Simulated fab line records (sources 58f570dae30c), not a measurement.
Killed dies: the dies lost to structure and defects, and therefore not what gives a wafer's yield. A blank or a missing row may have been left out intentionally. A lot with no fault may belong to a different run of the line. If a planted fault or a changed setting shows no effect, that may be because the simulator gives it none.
fab line records :: flow berkeley_cmos170
record
  lots=15
  wafers=45
  last_day=14
route steps=331 shown PVT@122
lots that met no fault: taken from a fault-free run of the same line
start_h: the number of hours between the record's first day and the start of the first shown wafer of the lot :: wait_h: hours elapsed since this lot's preceding step :: " unchanged from the row above :: L1.1+2: a row that stands for several wafers :: - no value, or no start was given :: * or withheld: withheld :: < > ~ a bound
route shown NAME@n: NAME is a module with steps in the file, n the number in the route of the first one :: usual: mean and standard deviation over wafers with no fault :: same: alike in all rows :: chamber/n: place in a boat :: sites: readings site by site :: _std_site: how widely they spread, as a standard deviation :: _edge_site: outer sites' mean less inner sites' :: radius_mm: how far each site lies from the wafer's centre :: mask NAME#n: copy n :: behind: the last tool/chamber to shape the wafer :: hold: why the lot went on hold/how many hours it stayed there/how the hold came to an end :: device: which transistor (n, p or np) failed to switch :: end of line: tests of these same wafers at the route's end :: a step with no rows: only its recipe :: killed: the dies lost at the first sort to structure and to defects; this is not the yield of the wafer :: map: dies across one wafer; x = killed, . = not, _ = none there
set.NAME: the setting that was run; set.NAME@STEP: the one run at that earlier step :: model.NAME: the simulator's own value behind a step, which no gauge read
route steps across a sampled set of lots; one table per step, one row per wafer
services: a tool's chamber out of use, with start hour (start_h, from the record's first day; less than 0 if before it), hours out, and reason
## steps
# step UCB170_PVT_IMPLANT_07
# recipe
  species=P
  dose_cm2=2e+12
  energy_kev=30
  tilt_deg=7
# usual
  tilt_deg=7.001/0.019
lot.wafer: L722.1
tool: implanter-03
chamber: 0
start_h: 123.20
wait_h: 0.0
tilt_deg: 7.010

lot.wafer: L722.3
tool: implanter-03
chamber: 0
start_h: 123.20
wait_h: 0.0
tilt_deg: 7.039

lot.wafer: L722.4
tool: implanter-03
chamber: 0
start_h: 123.20
wait_h: 0.0
tilt_deg: 7.040

lot.wafer: L725.2
tool: implanter-01
chamber: 0
start_h: 168.41
wait_h: 0.0
tilt_deg: 7.002

lot.wafer: L725.4
tool: implanter-01
chamber: 0
start_h: 168.41
wait_h: 0.0
tilt_deg: 7.038

lot.wafer: L725.5
tool: implanter-01
chamber: 0
start_h: 168.41
wait_h: 0.0
tilt_deg: 7.011

lot.wafer: L724.1
tool: implanter-01
chamber: 0
start_h: 168.66
wait_h: 0.0
tilt_deg: 6.977

lot.wafer: L724.2
tool: implanter-01
chamber: 0
start_h: 168.66
wait_h: 0.0
tilt_deg: 6.996

lot.wafer: L724.5
tool: implanter-01
chamber: 0
start_h: 168.66
wait_h: 0.0
tilt_deg: 7.008

lot.wafer: L727.2
tool: implanter-02
chamber: 0
start_h: 168.79
wait_h: 0.1
tilt_deg: 6.998

lot.wafer: L727.4
tool: implanter-02
chamber: 0
start_h: 168.79
wait_h: 0.1
tilt_deg: 7.022

lot.wafer: L727.5
tool: implanter-02
chamber: 0
start_h: 168.79
wait_h: 0.1
tilt_deg: 7.004

lot.wafer: L726.2
tool: implanter-01
chamber: 0
start_h: 168.83
wait_h: 0.1
tilt_deg: 7.022

lot.wafer: L726.3
tool: implanter-01
chamber: 0
start_h: 168.83
wait_h: 0.1
tilt_deg: 7.035

lot.wafer: L726.4
tool: implanter-01
chamber: 0
start_h: 168.83
wait_h: 0.1
tilt_deg: 7.012

lot.wafer: L728.2
tool: implanter-01
chamber: 0
start_h: 173.22
wait_h: 0.0
tilt_deg: 7.004

lot.wafer: L728.3
tool: implanter-01
chamber: 0
start_h: 173.22
wait_h: 0.0
tilt_deg: 7.005

lot.wafer: L728.4
tool: implanter-01
chamber: 0
start_h: 173.22
wait_h: 0.0
tilt_deg: 6.992

lot.wafer: L729.2
tool: implanter-02
chamber: 0
start_h: 173.50
wait_h: 0.0
tilt_deg: 7.007

lot.wafer: L729.3
tool: implanter-02
chamber: 0
start_h: 173.50
wait_h: 0.0
tilt_deg: 7.033

lot.wafer: L729.5
tool: implanter-02
chamber: 0
start_h: 173.50
wait_h: 0.0
tilt_deg: 7.030

lot.wafer: L730.4
tool: implanter-01
chamber: 0
start_h: 173.82
wait_h: 0.1
tilt_deg: 5.379

lot.wafer: L730.5
tool: implanter-01
chamber: 0
start_h: 173.82
wait_h: 0.1
tilt_deg: 5.365

lot.wafer: L730.6
tool: implanter-01
chamber: 0
start_h: 173.82
wait_h: 0.1
tilt_deg: 5.370

lot.wafer: L731.1
tool: implanter-01
chamber: 0
start_h: 181.18
wait_h: 0.0
tilt_deg: 5.413

lot.wafer: L731.3
tool: implanter-01
chamber: 0
start_h: 181.18
wait_h: 0.0
tilt_deg: 5.364

lot.wafer: L731.4
tool: implanter-01
chamber: 0
start_h: 181.18
wait_h: 0.0
tilt_deg: 5.424

lot.wafer: L733.2
tool: implanter-03
chamber: 0
start_h: 190.60
wait_h: 0.0
tilt_deg: 7.005

lot.wafer: L733.3
tool: implanter-03
chamber: 0
start_h: 190.60
wait_h: 0.0
tilt_deg: 6.987

lot.wafer: L733.4
tool: implanter-03
chamber: 0
start_h: 190.60
wait_h: 0.0
tilt_deg: 7.015

lot.wafer: L736.1
tool: implanter-01
chamber: 0
start_h: 204.49
wait_h: 0.0
tilt_deg: 5.375

lot.wafer: L736.3
tool: implanter-01
chamber: 0
start_h: 204.49
wait_h: 0.0
tilt_deg: 5.376

lot.wafer: L736.6
tool: implanter-01
chamber: 0
start_h: 204.49
wait_h: 0.0
tilt_deg: 5.375

lot.wafer: L739.2
tool: implanter-03
chamber: 0
start_h: 220.19
wait_h: 0.0
tilt_deg: 6.997

lot.wafer: L739.3
tool: implanter-03
chamber: 0
start_h: 220.19
wait_h: 0.0
tilt_deg: 7.016

lot.wafer: L739.5
tool: implanter-03
chamber: 0
start_h: 220.19
wait_h: 0.0
tilt_deg: 7.019

lot.wafer: L740.3
tool: implanter-02
chamber: 0
start_h: 234.47
wait_h: 0.1
tilt_deg: 6.994

lot.wafer: L740.4
tool: implanter-02
chamber: 0
start_h: 234.47
wait_h: 0.1
tilt_deg: 6.946

lot.wafer: L740.5
tool: implanter-02
chamber: 0
start_h: 234.47
wait_h: 0.1
tilt_deg: 6.992

lot.wafer: L741.1
tool: implanter-03
chamber: 0
start_h: 234.97
wait_h: 0.0
tilt_deg: 7.001

lot.wafer: L741.2
tool: implanter-03
chamber: 0
start_h: 234.97
wait_h: 0.0
tilt_deg: 7.020

lot.wafer: L741.4
tool: implanter-03
chamber: 0
start_h: 234.97
wait_h: 0.0
tilt_deg: 6.993

lot.wafer: L744.1
tool: implanter-03
chamber: 0
start_h: 268.95
wait_h: 0.0
tilt_deg: 6.979

lot.wafer: L744.3
tool: implanter-03
chamber: 0
start_h: 268.95
wait_h: 0.0
tilt_deg: 6.999

lot.wafer: L744.5
tool: implanter-03
chamber: 0
start_h: 268.95
wait_h: 0.0
tilt_deg: 7.022
## services
tool: implanter-02
chamber: -
start_h: 112.70
hours: 3.3
kind: pm

tool: implanter-03
chamber: -
start_h: 150.79
hours: 27.0
kind: pm

tool: implanter-02
chamber: -
start_h: 178.78
hours: 2.4
kind: repair

tool: implanter-02
chamber: -
start_h: 206.49
hours: 4.5
kind: pm
## key
first_sign
  step=UCB170_PVT_IMPLANT_07
  reading=tilt_deg
  direction=down
  sigmas=85
  usual=7.001
  struck=5.382
effect none on later readings
met_at UCB170_PVT_IMPLANT_07
struck_lots L730,L731,L736
tester_left_out L730,L731,L736
onset_between 173.22 173.82
fault
  kind=process_parameter_drift
  tool=implanter-01
  chamber=-
  onset_h=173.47
  steps=UCB170_PVT_IMPLANT_07
  channel=tilt_deg
  offset=-1.6157
  shape=step
  end_h=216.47
  acts_in=these_recipes_only
  stated=7
# tester_left_out: of these lots the tester's yield and bins aren't shown, on N5 and GAA mostly nor the transistor test; their killed dies are dies lost to structure and defects alone, not to doping, threshold or leakage, so they don't give the yield
